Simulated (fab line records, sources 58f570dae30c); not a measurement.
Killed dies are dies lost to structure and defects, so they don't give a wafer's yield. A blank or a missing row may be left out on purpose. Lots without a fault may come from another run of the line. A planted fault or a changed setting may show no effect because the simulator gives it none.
Split-lot experiment | flow berkeley_cmos170 | 5 lots, 23 wafers read, on a route of 331 steps

THE SPLIT
At UCB170_BACKSIDE_STRIP_03 (strips in O2), the setting power_w was moved away from the recipe's 400 W on 4 of the 23 wafers read, by -10.0% to -4.0%. The other wafers ran this setting at the recipe's value.

The reading is taken at the split's own step.

THE READING
oes_product_au, in a.u., at UCB170_BACKSIDE_STRIP_03 (strips in O2). Fault-free wafers of this fab line usually give 0.735 a.u., standard deviation 0.0048 a.u..

wafer  | tool, chamber at the split | power_w as run, W | against the recipe | oes_product_au, a.u. | against lot-mates on the recipe
L074.1 | plasma_asher-02, 0         | 400               | recipe             | 0.736                | -
L074.2 | plasma_asher-02, 1         | 400               | recipe             | 0.730                | -
L074.4 | plasma_asher-02, 1         | 400               | recipe             | 0.735                | -
L074.5 | plasma_asher-02, 0         | 400               | recipe             | 0.735                | -
L074.6 | plasma_asher-02, 1         | 400               | recipe             | 0.737                | -
L075.1 | plasma_asher-02, 0         | 360.1             | -10.0%             | 0.695                | -0.043
L075.2 | plasma_asher-02, 1         | 400               | recipe             | 0.743                | -
L075.4 | plasma_asher-02, 0         | 400               | recipe             | 0.740                | -
L075.5 | plasma_asher-02, 1         | 400               | recipe             | 0.732                | -
L075.6 | plasma_asher-02, 0         | 360.1             | -10.0%             | 0.696                | -0.042
L077.2 | plasma_asher-02, 0         | 400               | recipe             | 0.736                | -
L077.4 | plasma_asher-02, 0         | 400               | recipe             | 0.741                | -
L077.6 | plasma_asher-02, 1         | 400               | recipe             | 0.742                | -
L076.1 | plasma_asher-01, 1         | 400               | recipe             | 0.731                | -
L076.2 | plasma_asher-01, 0         | 400               | recipe             | 0.734                | -
L076.3 | plasma_asher-01, 1         | 383.8             | -4.0%              | 0.718                | -0.014
L076.4 | plasma_asher-01, 0         | 383.8             | -4.0%              | 0.726                | -0.006
L076.6 | plasma_asher-01, 0         | 400               | recipe             | 0.731                | -
L078.2 | plasma_asher-02, 1         | 400               | recipe             | 0.728                | -
L078.3 | plasma_asher-02, 1         | 400               | recipe             | 0.741                | -
L078.4 | plasma_asher-02, 0         | 400               | recipe             | 0.733                | -
L078.5 | plasma_asher-02, 1         | 400               | recipe             | 0.734                | -
L078.6 | plasma_asher-02, 0         | 400               | recipe             | 0.743                | -

THE FIT
A straight line over all 23 wafers: oes_product_au changes by +0.00398 a.u. for each +1% of power_w; r = +0.94; the points scatter about the line by 0.0045 a.u..
The same after taking each lot's own level away (the mean of its wafers on the recipe; 23 wafers): +0.00408 a.u. for each +1%; r = +0.94; scatter 0.0043 a.u..
On that fit, the largest move of power_w shifts the reading by 0.041 a.u..
The lots' own levels span 0.7320 to 0.7397 a.u., that is 1.6 times the standard deviation above.
So the lot-to-lot level changes the slope little: the two slopes agree.
Check: with one of the wafers moved furthest among these (-10.0%) left out of the fit, the line predicts -0.0381 a.u. for it against its lot-mates. It came out at -0.0433 a.u. against them.
Tool readings at the split's step, against how far the setting was moved: oes_product_au r = +0.94; strip_time_to_endpoint_s r = -0.99.

OTHER SPLITS ON THESE WAFERS
These wafers also went through other splits before the reading. Each is held against what the fit with the lots' levels taken away leaves over:
other split on the same wafers        | wafers away from the commonest value | r with oes_product_au (lot level and that fit taken away)
UCB170_ZERO_COAT_01 spin_rpm          | 7                                    | -0.29
UCB170_ZERO_DEVELOP_05 develop_time_s | 7                                    | -0.14
UCB170_ACTIVE_EXPOSE_10 dose_mj       | 9                                    | +0.24
UCB170_SACOX_OXIDATION_01 temp_c      | 15                                   | -0.01
UCB170_NVT_COAT_01 resist_thk_nm      | 6                                    | -0.01
UCB170_NVT_IMPLANT_07 tilt_deg        | 8                                    | +0.18
UCB170_PVT_IMPLANT_07 dose_cm2        | 9                                    | -0.30
UCB170_PSD_PEB_04 peb_temp_c          | 9                                    | +0.29

THE WHOLE CHAIN: every reading that the file lists as answering this split, in the file's order
step                     | what it does | reading                  | change (the file's fit)                   | r (the file's)
UCB170_BACKSIDE_STRIP_03 | strips in O2 | oes_product_au           | +0.00402 a.u. for each +1% of the setting | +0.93
UCB170_BACKSIDE_STRIP_03 | strips in O2 | strip_time_to_endpoint_s | withheld for each +1% of the setting      | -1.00

THE FILE'S OWN FIT
oes_product_au changes by +0.00402 a.u. for each +1% of power_w, r = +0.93.
